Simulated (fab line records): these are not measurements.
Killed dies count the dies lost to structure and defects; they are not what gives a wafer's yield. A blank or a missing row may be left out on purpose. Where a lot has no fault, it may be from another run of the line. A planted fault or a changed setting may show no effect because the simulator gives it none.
The same fault as seen by 2 desks ; flow berkeley_cmos170 ; each desk has only its own numbers; what lay behind them comes last

## AT THE TOOL OWNER'S DESK: cmp-01
The tool's own readings at UCB170_V2_CMP_02 (polishes SiO2): means of the sampled wafers that have a number, for each lot that ran on this tool. If a lot's mean is further than 4 standard deviations from the usual mean, the lot is out of limits and carries the mark OUT (the distance appears in the brackets).
Columns: A = motor_current_A at UCB170_V2_CMP_02, usual 16.5 A; B = platen_rpm at UCB170_V2_CMP_02, usual 60.00 rpm
lot;first seen here;A;B
L649;day 8 22:16;16.7;60.03
L653;day 10 01:47;18.6;60.02
L656;day 10 13:09;16.6;59.98
This desk's verdict: no lot among the 3 shows anything out of limits.

## AT THE METROLOGY DESK
What the gauges read for every lot (on any tool): the sampled wafers with a number, averaged. If a lot's mean is further than 4 standard deviations from the usual mean, the lot is out of limits and carries the mark OUT (the distance appears in the brackets).
Columns: A = cd_nm at UCB170_CONTACT_CD_MEAS_90, usual 700.6 nm; B = cd_nm at UCB170_M1_CD_MEAS_09, usual 699.6 nm; C = V2_BOW at UCB170_V2_BOW_MEAS_03, usual 36 um; D = V2_POLISHED_THK at UCB170_V2_THK_MEAS_04, usual 1000.3 nm; E = cd_nm at UCB170_V2_CD_MEAS_90, usual 700.0 nm
lot;first seen here;A;B;C;D;E
L647;day 8 02:05;701.2;700.1;38;1002.1;698.5
L649;day 8 11:38;698.9;699.3;42;999.4;698.6
L648;day 8 12:23;700.8;700.5;38;1001.1;699.7
L650;day 9 00:35;700.1;697.2;41;1001.3;698.3
L653;day 9 14:07;702.7;699.0;35;925.4 (-58) OUT;-
L656;day 10 02:31;701.1;699.8;39;-;-
L661;day 11 08:55;702.6;702.0;32;1001.7;699.5
L662;day 11 12:12;699.3;700.1;35;1001.4;702.7
L667;day 11 23:21;701.4;698.2;42;999.7;701.2
L666;day 11 23:37;703.3;698.4;26;1000.2;700.0
L669;day 12 14:35;699.1;700.4;33;1000.5;698.3
This desk reports L653 out of limits; the earliest was L653 at day 10 06:17 (V2_POLISHED_THK at UCB170_V2_THK_MEAS_04). L647, L649, L648, L650, L656, L661, L662, L667, L666, L669: within limits.

## TAKEN TOGETHER
On L653, the metrology desk was in a position to raise an alarm at day 10 06:17.
The desk of the tool owner found nothing out of limits.
On record at the tool owner's desk: L653, within its limits.
Every lot named ran UCB170_V2_CMP_02 on cmp-01.

## WHAT THE SIMULATOR HAD PUT IN
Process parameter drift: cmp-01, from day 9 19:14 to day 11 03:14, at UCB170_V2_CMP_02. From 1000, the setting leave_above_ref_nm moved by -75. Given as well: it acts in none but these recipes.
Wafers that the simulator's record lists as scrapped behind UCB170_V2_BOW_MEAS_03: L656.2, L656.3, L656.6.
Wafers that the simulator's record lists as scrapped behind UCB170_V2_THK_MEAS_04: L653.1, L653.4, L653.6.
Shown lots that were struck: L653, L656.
Per desk, hours elapsed from the start of the fault to the first reading out of limits: for the metrology desk, 11.
